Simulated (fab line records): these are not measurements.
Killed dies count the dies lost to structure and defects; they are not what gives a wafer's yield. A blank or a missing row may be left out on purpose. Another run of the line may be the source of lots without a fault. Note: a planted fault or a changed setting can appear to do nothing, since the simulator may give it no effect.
A lot that was struck, set against a sound lot -- flow rit cmos -- 15 out of 202 route steps
Sound: these wafers, L994.1, L994.5, L994.6. The struck wafers were L104.2, L104.4, L104.5. The cause comes at the end.
Order at every step that has rows: each side's tool, ch and its chambers, its first start. Under that, the readings that differ: sound wafers -- struck wafers -- difference of the means -- sigmas: that difference in standard deviations of wafers without a fault.
alike: readings with means less than 2 such deviations apart, plus words and numbers identical on both sides. not compared: withheld readings, readings lacking a value on some wafer, bounds such as >300 that could conceal the same value, and numbers that have no deviation in the record and whose values overlap.
A row with sigmas, a row that says differs or no value, or rows on one side alone: a step with any of these is where the two part. Numbers that have no deviation but don't overlap get no sigmas and don't part them. A reading that every wafer of one side lacks parts them only if that side has two wafers or more.

RIT_GATE_OVL_MEAS_17:
  sound on overlay-01 at day 2 13:56; struck on overlay-01 at day 4 16:01
  alike: GATE_OVL
then, 1 step without rows for these wafers: RIT_GATE_HARDBAKE_18 (time 60 s).
RIT_GATE_ETCH_19: etches poly-Si in SF6/CHF3/O2, stops on SiO2, time 165 s, target depth 312.5 nm.
  sound on rie si-01 ch 0,3, day 2 14:08; struck on rie si-01 ch 1,3, day 4 16:12
  alike: drypump motor current A, oes product au, throttle valve pct
  not compared: rf hours counter h
RIT_GATE_STRIP_20: strips in O2, time 180 s.
  sound on plasma asher-01 ch 0,1, day 2 14:14; struck on plasma asher-04 ch 0,1, day 4 16:19
  alike: drypump motor current A, o2 flow sccm
  not compared: rf hours counter h
RIT_GATE_CD_MEAS_90: the cd target is 150 nm.
  sound on cd sem-01 at day 2 14:25; struck on cd sem-02 at day 4 16:30
  alike: cd nm
then, 4 steps without rows for these wafers: RIT_REOX_CLEAN_00 (cleans in SC1, time 600 s); RIT_REOX_CLEAN_01 (cleans in dHF, time 30 s); RIT_REOX_CLEAN_02 (cleans in SC2, time 600 s); RIT_REOX_OXIDATION_03 (target thk 25.2 nm, ox time 5580 s).
RIT_REOX_THK_MEAS_04:
  sound on film metro-03 at day 2 17:28; struck on film metro-01 at day 4 19:37
  alike: REOX_OXIDE_THK
then, 2 steps without rows for these wafers: RIT_NLDD_HMDS_00 (prime time 60 s); RIT_NLDD_COAT_01 (resist thk 1000 nm).
RIT_NLDD_SOFTBAKE_02: time 60 s.
  sound on litho track-03 ch 0, day 2 17:49; struck on litho track-01 ch 0, day 4 19:59
reading,sound,struck,difference,sigmas
heater power total W (W),34.49 34.59 34.57,34.99 34.94 34.94,+0.41,+8
plate temp C (C),90.29 90.12 90.14,90.74 90.68 90.65,+0.51,+5
then, 1 step without rows for these wafers: RIT_NLDD_EXPOSE_03 (exposes mask M7, target cd 40700 nm).
RIT_M1_PROBE_99:
  the record holds rows for the sound wafers here (prober-02, day 3 09:56) but none for the struck ones

== WHERE THEY PART ==
Last at RIT_M1_PROBE_99 as far as this record goes, first at RIT_NLDD_SOFTBAKE_02.

WHY: what the simulator had put in
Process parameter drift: litho track-01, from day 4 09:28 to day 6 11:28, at RIT_NLDD_SOFTBAKE_02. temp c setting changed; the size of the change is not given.
